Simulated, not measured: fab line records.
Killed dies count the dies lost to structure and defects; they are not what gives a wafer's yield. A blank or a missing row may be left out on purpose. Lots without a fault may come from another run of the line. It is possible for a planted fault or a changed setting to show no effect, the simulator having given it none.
Struck lot and sound lot, side by side | flow rit-cmos | 15 out of 202 route steps
Sound: the wafers L815.2, L815.5, L815.6. Wafers L820.1, L820.2, L820.3 were the ones struck. The cause is named last.
For every step that has rows: the tool of each side, followed by ch and its chambers, followed by its first start. Under that, the readings that differ: sound wafers | struck wafers | difference of the means | sigmas: that difference in standard deviations of wafers without a fault.
alike: readings with means less than 2 such deviations apart, plus words and numbers identical on both sides. not compared: withheld readings, readings lacking a value on some wafer, bounds such as >300 that could conceal the same value, and numbers that have no deviation in the record and whose values overlap.
A row with sigmas, a row that says differs or no value, or rows on one side alone: a step with any of these is where the two part. Numbers that don't overlap but have no deviation are shown without sigmas and don't part them. A reading missing from all wafers of one side parts the sides only when that side holds two or more wafers.

first, 6 steps without rows for these wafers: RIT_CONTACT_HMDS_02 (prime time 60 s); RIT_CONTACT_COAT_03 (resist thk 1000 nm); RIT_CONTACT_SOFTBAKE_04 (time 60 s); RIT_CONTACT_EXPOSE_05 (exposes mask M11, target cd 1000 nm); RIT_CONTACT_PEB_06; RIT_CONTACT_DEVELOP_07 (develop time 120 s).
RIT_CONTACT_CD_MEAS_08 targets a cd of 1000 nm.
  sound: cd-sem-02 at day 5 10:10; struck: cd-sem-02 at day 6 12:46
  reading    | sound             | struck               | difference | sigmas
  cd-nm (nm) | 998.1 997.4 998.0 | 1002.5 1003.3 1002.0 | +4.8       | +2
RIT_CONTACT_OVL_MEAS_09:
  sound: overlay-01 at day 5 10:17; struck: overlay-01 at day 6 12:53
  alike: CONTACT_OVL
then, 1 step without rows for these wafers: RIT_CONTACT_HARDBAKE_10 (time 60 s).
RIT_CONTACT_ETCH_11: etches SiO2 in CHF3/CF4/Ar, stops on TiSi2, target depth 480 nm, time 320 s.
  sound on rie-diel-02 ch 0,2,3, day 5 10:28; struck on rie-diel-04 ch 0,1,2, day 6 13:04
  alike: drypump-motor-current-A, oes-product-au, throttle-valve-pct
  not compared: rf-hours-counter-h
RIT_CONTACT_STRIP_12: strips in O2, time 180 s.
  sound on plasma-asher-04 ch 0,1, day 5 10:39; struck on plasma-asher-02 ch 0,1, day 6 13:16
  alike: drypump-motor-current-A
  not compared: rf-hours-counter-h
RIT_CONTACT_CD_MEAS_90 targets a cd of 1000 nm.
  sound: cd-sem-01 at day 5 10:51; struck: cd-sem-02 at day 6 13:26
  alike: cd-nm
RIT_CONTACT_CLEAN_13: cleans in SC1, time 600 s.
  sound on wet-bench-02 ch 3, day 5 10:57; struck on wet-bench-02 ch 0, day 6 13:34
  reading          | sound       | struck      | difference | sigmas
  run-length-s (s) | 626 626 626 | 556 556 556 | -70        | -21
then, 1 step without rows for these wafers: RIT_CONTACT_CLEAN_14 (cleans in SC2, time 600 s).
RIT_M1_PROBE_99:
  sound wafers here have rows in the record (prober-02, day 5 17:48); struck ones have none

WHERE THEY PART
Last at RIT_M1_PROBE_99 as far as this record goes, first at RIT_CONTACT_CD_MEAS_08.

WHY: whatever the simulator had introduced
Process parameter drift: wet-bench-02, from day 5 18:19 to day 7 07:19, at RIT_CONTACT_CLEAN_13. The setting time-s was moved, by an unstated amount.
